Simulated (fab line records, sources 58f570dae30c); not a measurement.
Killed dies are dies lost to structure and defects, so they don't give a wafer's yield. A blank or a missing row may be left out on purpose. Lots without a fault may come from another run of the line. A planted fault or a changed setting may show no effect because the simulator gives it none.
Split-lot experiment | flow berkeley_cmos170 | 5 lots, 27 wafers read, on a route of 331 steps

THE SPLIT
At UCB170_CONTACT_ETCH_18 (etches PSG in CHF3/CF4/Ar, stops on TiSi2, target depth 840 nm, time 195 s), the setting time_s was moved away from the recipe's 195 s on 6 of the 27 wafers read, by -22.1% to +33.4%. The other wafers ran this setting at the recipe's value.

The reading is taken at the split's own step.

THE READING
KrF_of_CONTACT_COAT_10.thk_nm (the simulator's own value, which no gauge read), in nm, at UCB170_CONTACT_ETCH_18 (etches PSG in CHF3/CF4/Ar, stops on TiSi2, target depth 840 nm, time 195 s). The file gives no usual value for it. The 21 wafers here that ran the recipe average 692.8 nm, standard deviation 5.2 nm.

wafer  | tool, chamber at the split | time_s as run, s | against the recipe | KrF_of_CONTACT_COAT_10.thk_nm, nm | against lot-mates on the recipe
L075.1 | rie_diel-04, 3             | 195              | recipe             | 695.2                             | -
L075.2 | rie_diel-04, 1             | 195              | recipe             | 702.5                             | -
L075.3 | rie_diel-04, 0             | 195              | recipe             | 694.7                             | -
L075.4 | rie_diel-04, 2             | 260.2            | +33.4%             | 639.1                             | -58.4
L075.5 | rie_diel-04, 0             | 260.2            | +33.4%             | 628.3                             | -69.2
L075.6 | rie_diel-04, 1             | 260.2            | +33.4%             | 637.3                             | -60.2
L076.1 | rie_diel-04, 0             | 195              | recipe             | 681.7                             | -
L076.3 | rie_diel-04, 1             | 195              | recipe             | 687.7                             | -
L076.6 | rie_diel-04, 0             | 195              | recipe             | 682                               | -
L080.1 | rie_diel-03, 0             | 195              | recipe             | 695.9                             | -
L080.2 | rie_diel-03, 3             | 195              | recipe             | 693.6                             | -
L080.3 | rie_diel-03, 0             | 195              | recipe             | 695.3                             | -
L080.4 | rie_diel-03, 3             | 152              | -22.1%             | 733                               | +38.1
L080.5 | rie_diel-03, 0             | 152              | -22.1%             | 734                               | +39.1
L080.6 | rie_diel-03, 3             | 152              | -22.1%             | 735.4                             | +40.5
L082.1 | rie_diel-04, 2             | 195              | recipe             | 694.6                             | -
L082.2 | rie_diel-04, 0             | 195              | recipe             | 685.1                             | -
L082.3 | rie_diel-04, 3             | 195              | recipe             | 689                               | -
L082.4 | rie_diel-04, 1             | 195              | recipe             | 693.4                             | -
L082.5 | rie_diel-04, 2             | 195              | recipe             | 692.5                             | -
L082.6 | rie_diel-04, 1             | 195              | recipe             | 695.4                             | -
L085.1 | rie_diel-03, 3             | 195              | recipe             | 692.4                             | -
L085.2 | rie_diel-03, 0             | 195              | recipe             | 700.1                             | -
L085.3 | rie_diel-03, 2             | 195              | recipe             | 691                               | -
L085.4 | rie_diel-03, 2             | 195              | recipe             | 693.1                             | -
L085.5 | rie_diel-03, 0             | 195              | recipe             | 695.3                             | -
L085.6 | rie_diel-03, 3             | 195              | recipe             | 697.8                             | -

THE FIT
A straight line over all 27 wafers: KrF_of_CONTACT_COAT_10.thk_nm changes by -1.78 nm for each +1% of time_s; r = -0.98; the points scatter about the line by 5.1 nm.
The same after taking each lot's own level away (the mean of its wafers on the recipe; 27 wafers): -1.84 nm for each +1%; r = -0.99; scatter 3.3 nm.
On that fit, the largest move of time_s shifts the reading by 62 nm.
The lots' own levels span 683.80 to 697.47 nm, that is 2.7 times the standard deviation above.
So the lot-to-lot level changes the slope little: the two slopes agree.
Check: with one of the wafers moved furthest among these (+33.4%) left out of the fit, the line predicts -63 nm for it against its lot-mates. It came out at -58.4 nm against them.

OTHER SPLITS ON THESE WAFERS
These wafers also went through other splits before the reading. Each is held against what the fit with the lots' levels taken away leaves over:
other split on the same wafers         | wafers away from the commonest value | r with KrF_of_CONTACT_COAT_10.thk_nm (lot level and that fit taken away)
UCB170_NWELL_OXIDATION_01 ox_time_s    | 18                                   | -0.05
UCB170_SCREENOX_OXIDATION_01 ox_time_s | 21                                   | +0.04
UCB170_SILICIDE_SPUTTER_01 time_s      | 12                                   | -0.04

THE FILE'S OWN FIT
KrF_of_CONTACT_COAT_10.thk_nm changes by -1.84 nm for each +1% of time_s, r = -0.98.
